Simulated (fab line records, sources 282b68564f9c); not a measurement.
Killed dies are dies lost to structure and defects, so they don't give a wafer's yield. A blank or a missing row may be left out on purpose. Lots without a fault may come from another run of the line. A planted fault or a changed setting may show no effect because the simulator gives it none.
One fault seen from 2 desks | flow rit_cmos | each desk has only its own numbers; what lay behind them comes last

THE TOOL OWNER'S DESK: implanter-02
The tool's own readings at RIT_NSD_IMPLANT_08: means of the sampled wafers that have a number, for each lot that ran on this tool. A lot is out of limits, marked OUT, if its mean lies more than 4 standard deviations from the usual mean; the brackets give that distance.
Columns: A = beam_energy_keV at RIT_NSD_IMPLANT_08, usual 25.000; B = end_station_pressure_torr at RIT_NSD_IMPLANT_08, usual 7.6e-06 Torr; C = tilt_deg at RIT_NSD_IMPLANT_08, usual 7.003 degrees
lot  | first seen here | A                        | B       | C
L423 | day 3 12:39     | 25.004                   | 7.6e-06 | 6.999
L427 | day 4 12:46     | 24.993                   | 7.4e-06 | 6.994
L428 | day 4 15:50     | 25.000                   | 7.9e-06 | 6.987
L430 | day 5 03:41     | 25.008                   | 7.2e-06 | 7.015
L433 | day 5 16:59     | 22.497 (-99 or more) OUT | 7.7e-06 | 7.002
L434 | day 6 00:19     | 22.507 (-99 or more) OUT | 7.8e-06 | 7.015
L437 | day 6 15:35     | 22.503 (-99 or more) OUT | 7.9e-06 | 7.005
This desk's finding: out of limits on L433, L434, L437; first on L433, day 5 16:59 (beam_energy_keV at RIT_NSD_IMPLANT_08). In limits: L423, L427, L428, L430.

THE METROLOGY DESK
What the gauges read, lot by lot, whatever tool the lot ran on: means of the sampled wafers that have a number. A lot is out of limits, marked OUT, if its mean lies more than 4 standard deviations from the usual mean; the brackets give that distance.
Columns: A = NSD_TW at RIT_NSD_TW_MEAS_10, usual 3132; B = NSD_RS at RIT_SDANNEAL_RS_MEAS_05, usual 84.52 ohm/sq
lot  | first seen here | A               | B
L421 | day 3 10:18     | 3119            | 84.27
L423 | day 3 12:58     | 3157            | 84.53
L426 | day 4 06:37     | 3130            | 84.55
L427 | day 4 13:03     | 3121            | 84.40
L428 | day 4 16:10     | 3180            | 84.42
L429 | day 4 18:30     | 3138            | 84.07
L430 | day 5 04:00     | 3152            | 84.44
L433 | day 5 17:17     | 3043            | 85.64
L434 | day 6 00:39     | 3049            | 86.03 (+5.2) OUT
L436 | day 6 15:31     | 3175            | 84.77
L437 | day 6 15:54     | 3019 (-4.3) OUT | 85.94 (+4.9) OUT
L439 | day 7 12:57     | 3112            | 84.30
L442 | day 8 02:52     | 3098            | 85.02
L443 | day 8 11:34     | 3110            | 84.51
L444 | day 8 17:53     | 3154            | 84.79
This desk's finding: out of limits on L434, L437; first on L434, day 6 02:55 (NSD_RS at RIT_SDANNEAL_RS_MEAS_05). In limits: L421, L423, L426, L427, L428, L429, L430, L433, L436, L439, L442, L443, L444.

PUT TOGETHER
The tool owner's desk could have raised an alarm at day 5 16:59, on L433, L434, L437.
The metrology desk could have raised an alarm at day 6 02:55, on L434, L437.
The metrology desk has L433 on record, within its limits.
Of the lots named, all ran RIT_NSD_IMPLANT_08 on implanter-02.

WHAT THE SIMULATOR HAD PUT IN
Process parameter drift: implanter-02, from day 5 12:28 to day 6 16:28, at RIT_NSD_IMPLANT_08. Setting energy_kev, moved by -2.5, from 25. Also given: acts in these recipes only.
Lots struck among those shown: L433, L434, L437.
Hours from the fault's start to each desk's first reading out of limits: the tool owner's desk, 5; the metrology desk, 14.
